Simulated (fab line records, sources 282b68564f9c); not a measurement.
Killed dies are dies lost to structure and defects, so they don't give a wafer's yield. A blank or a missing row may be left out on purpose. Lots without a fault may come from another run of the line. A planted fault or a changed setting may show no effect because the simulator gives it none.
A struck lot beside a sound one | flow rit_cmos | 16 steps out of a route of 202
Sound: wafers L679.2, L679.3, L679.6. Struck: wafers L685.1, L685.2, L685.3. The cause comes at the end.
At each step with rows: each side's tool, then ch and its chambers, then its first start. Under that, the readings that differ: sound wafers | struck wafers | difference of the means | sigmas: that difference in standard deviations of wafers without a fault.
alike: readings whose means differ by less than 2 such deviations, and words and numbers that are the same on both sides. not compared: withheld readings, readings that some wafer has no value for, bounds like >300 that may hide the same value, and numbers for which the record gives no deviation and whose values overlap.
The two part at a step that has a row with sigmas, a row that says differs or no value, or rows on one side only. Numbers that don't overlap but have no deviation are shown without sigmas and don't part them. A reading that every wafer of one side lacks parts them only if that side has two wafers or more.

RIT_ACTIVE_BOW_MEAS_00:
  sound on film_metro-03, day 3 02:01; struck on film_metro-01, day 4 08:00
  alike: INCOMING_BOW
then, 1 step without rows for these wafers: RIT_ACTIVE_OXIDATION_01 (target thk 46.8 nm, ox time 3360 s).
RIT_ACTIVE_THK_MEAS_02:
  sound on film_metro-04, day 3 06:22; struck on film_metro-03, day 4 10:26
  alike: ACTIVE_OXIDE_THK
then, 1 step without rows for these wafers: RIT_ACTIVE_CVD_03 (deposits Si3N4 from SiH2Cl2/NH3, target thk 150 nm, time 1500 s).
RIT_ACTIVE_THK_MEAS_04:
  sound on film_metro-04, day 3 07:51; struck on film_metro-03, day 4 11:55
  reading                 | sound             | struck            | difference | sigmas
  ACTIVE_NITRIDE_THK (nm) | 150.3 149.9 148.6 | 152.8 152.7 152.7 | +3.1       | +2
then, 1 step without rows for these wafers: RIT_ACTIVE_HMDS_05 (prime time 62.34 s).
RIT_ACTIVE_COAT_06: resist thk 1000 nm.
  sound on litho_track-01 ch 0, day 3 08:04; struck on litho_track-04 ch 0, day 4 12:07
  reading                                     | sound          | struck            | difference | sigmas
  model.NOVOLAK_of_ACTIVE_COAT_06.thk_nm (nm) | 1005 1001 1001 | 480.5 481.4 479.9 | -521.7     |
then, 4 steps without rows for these wafers: RIT_ACTIVE_SOFTBAKE_07 (time 60 s); RIT_ACTIVE_EXPOSE_08 (exposes mask M1, target cd 1400 nm); RIT_ACTIVE_PEB_09; RIT_ACTIVE_DEVELOP_10 (develop time 50 s).
RIT_ACTIVE_CD_MEAS_11: target cd 1400 nm.
  sound on cd_sem-01, day 3 08:53; struck on cd_sem-01, day 4 12:58
  reading    | sound                | struck               | difference | sigmas
  cd_nm (nm) | 1402.0 1402.5 1402.0 | 1329.4 1326.4 1327.8 | -74.3      | -25
then, 1 step without rows for these wafers: RIT_ACTIVE_HARDBAKE_12 (time 60 s).
RIT_ACTIVE_ETCH_13: etches Si3N4 in SF6, stops on SiO2, time 210 s, target depth 210 nm.
  sound on rie_diel-02 ch 1,3, day 3 09:08; struck on rie_diel-04 ch 0,2,3, day 4 13:14
  reading                                     | sound           | struck          | difference | sigmas
  model.NOVOLAK_of_ACTIVE_COAT_06.thk_nm (nm) | 655 653.6 654.7 | 201.9 206 199.3 | -452.0     |
  model.ACTIVE.cd_nm (nm)                     | 1402 1403 1402  | 1329 1326 1328  | -75        |
  alike: SF6_flow_sccm, drypump_motor_current_A, oes_product_au, throttle_valve_pct
  not compared: rf_hours_counter_h
RIT_ACTIVE_STRIP_14: strips in O2, time 180 s.
  sound on plasma_asher-02 ch 0,1, day 3 09:17; struck on plasma_asher-03 ch 0,1, day 4 13:22
  alike: drypump_motor_current_A
  not compared: rf_hours_counter_h
RIT_M1_PROBE_99:
  sound on prober-02, day 5 06:18; struck on prober-02, day 6 10:34
  reading                             | sound             | struck            | difference | sigmas
  model.etest.nplus_sal.width_nm (nm) | 3462 3485 3475    | 3407 3400 3432    | -61        |
  model.etest.pplus_sal.width_nm (nm) | 3456 3459 3463    | 3407 3400 3406    | -55        |
  model.etest.nldd.width_nm (nm)      | 3177 3187 3180    | 3156 3144 3151    | -31        |
  model.etest.nmos_narrow.drive_ua_um | 231.7 239.3 232.4 | 226.4 227.8 225.5 | -7.9       |
  model.etest.pmos_narrow.drive_ua_um | 103.4 109.2 104.1 | 103.1 103.2 102.5 | -2.6       |
  alike: killed_at_contacts, killed_at_front_end, killed_dies, killed_open, killed_short
  not compared: model.etest.pldd.width_nm, model.etest.pplus_sal.line_ohm_um, model.etest.nplus_sal.line_ohm_um

WHERE THEY PART
First at RIT_ACTIVE_THK_MEAS_04; last, within this record, at RIT_ACTIVE_CD_MEAS_11. Later steps at which nothing parts them and some readings are alike: RIT_ACTIVE_ETCH_13, RIT_ACTIVE_STRIP_14, RIT_M1_PROBE_99.

WHY: what the simulator had put in
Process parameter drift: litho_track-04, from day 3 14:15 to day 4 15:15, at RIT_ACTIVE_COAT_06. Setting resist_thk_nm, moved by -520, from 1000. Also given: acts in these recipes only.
